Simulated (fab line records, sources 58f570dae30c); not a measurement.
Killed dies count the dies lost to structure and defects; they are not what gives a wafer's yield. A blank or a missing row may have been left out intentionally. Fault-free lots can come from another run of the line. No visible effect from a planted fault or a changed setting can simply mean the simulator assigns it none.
Matching of chambers ; flow berkeley_cmos170 ; rie_si-01 running UCB170_GATE_ETCH_15: 4 sister chambers
The step etches poly-Si in HBr/Cl2, stops on SiO2, time 56.3 s, target depth 278.2 nm. 22 wafers are shown with their chamber, then 11 later ones without.

## EACH WAFER AND ITS CHAMBER
wafer;chamber;throttle_valve_pct (%);drypump_motor_current_A (A);run_length_s (s)
L749.1;2;26.20;5.9;84.1
L749.3;0;26.42;5.4;83.7
L749.6;3;26.79;4.9;84.3
L751.1;0;26.44;5.5;83.8
L751.2;2;26.22;5.9;83.8
L751.5;2;26.20;5.9;83.7
L750.2;2;26.22;5.8;83.6
L750.3;3;26.81;4.9;84.5
L750.5;2;26.20;5.8;84.3
L754.2;0;26.44;5.5;84.6
L754.3;2;26.21;5.9;83.8
L754.5;1;26.64;6.1;84.6
L760.1;3;26.79;4.9;84.7
L760.3;2;26.22;5.8;83.6
L760.6;2;26.21;5.9;84.3
L761.1;3;26.80;4.9;84.2
L761.2;2;26.21;5.9;83.7
L761.3;1;26.64;6.1;84.2
L764.1;2;26.21;5.8;83.6
L764.3;1;26.65;6.1;84.4
L764.6;0;26.43;5.5;84.0
L767.3;1;26.65;6.1;84.3

SIGNATURES (means of the wafers above)
reading;chamber 0;chamber 1;chamber 2;chamber 3;scatter within a chamber
throttle_valve_pct;26.4325;26.6450;26.2100;26.7975;0.00833
drypump_motor_current_A;5.475;6.100;5.860;4.900;0.0418
run_length_s;84.025;84.375;83.850;84.425;0.282
Rule: for a wafer and a chamber, the distance is found by dividing, reading by reading, the gap between the wafer's reading and the chamber's mean by the reading's scatter, squaring, summing and taking the root. If the next closest chamber is less than 2 further off than the closest, the wafer can't be placed; otherwise it belongs to the closest. The scatter is the square root of a quotient: the sum, over the shown wafers, of each reading's squared deviation from its chamber's mean, divided by wafers minus chambers.

## WAFERS WITH NO CHAMBER GIVEN
wafer;throttle_valve_pct (%);drypump_motor_current_A (A);run_length_s (s)
L767.5;26.79;4.9;84.7
L767.6;26.21;5.8;83.9
L766.3;26.23;5.9;83.7
L766.4;26.42;5.5;84.3
L766.5;26.81;4.9;84.1
L769.2;26.45;5.5;84.0
L769.3;26.80;4.9;84.2
L769.4;26.22;5.9;84.0
L771.1;26.82;4.9;84.1
L771.2;26.44;5.5;83.7
L771.5;26.80;4.9;84.6

## EACH ONE'S CHAMBER
wafer;from the rows above;in truth
L767.5;3;3
L767.6;2;2
L766.3;2;2
L766.4;0;0
L766.5;3;3
L769.2;0;0
L769.3;3;3
L769.4;2;2
L771.1;3;3
L771.2;0;0
L771.5;3;3
11 of 11 placed correctly. Can't be placed from these rows: 0. Number placed wrongly: 0.
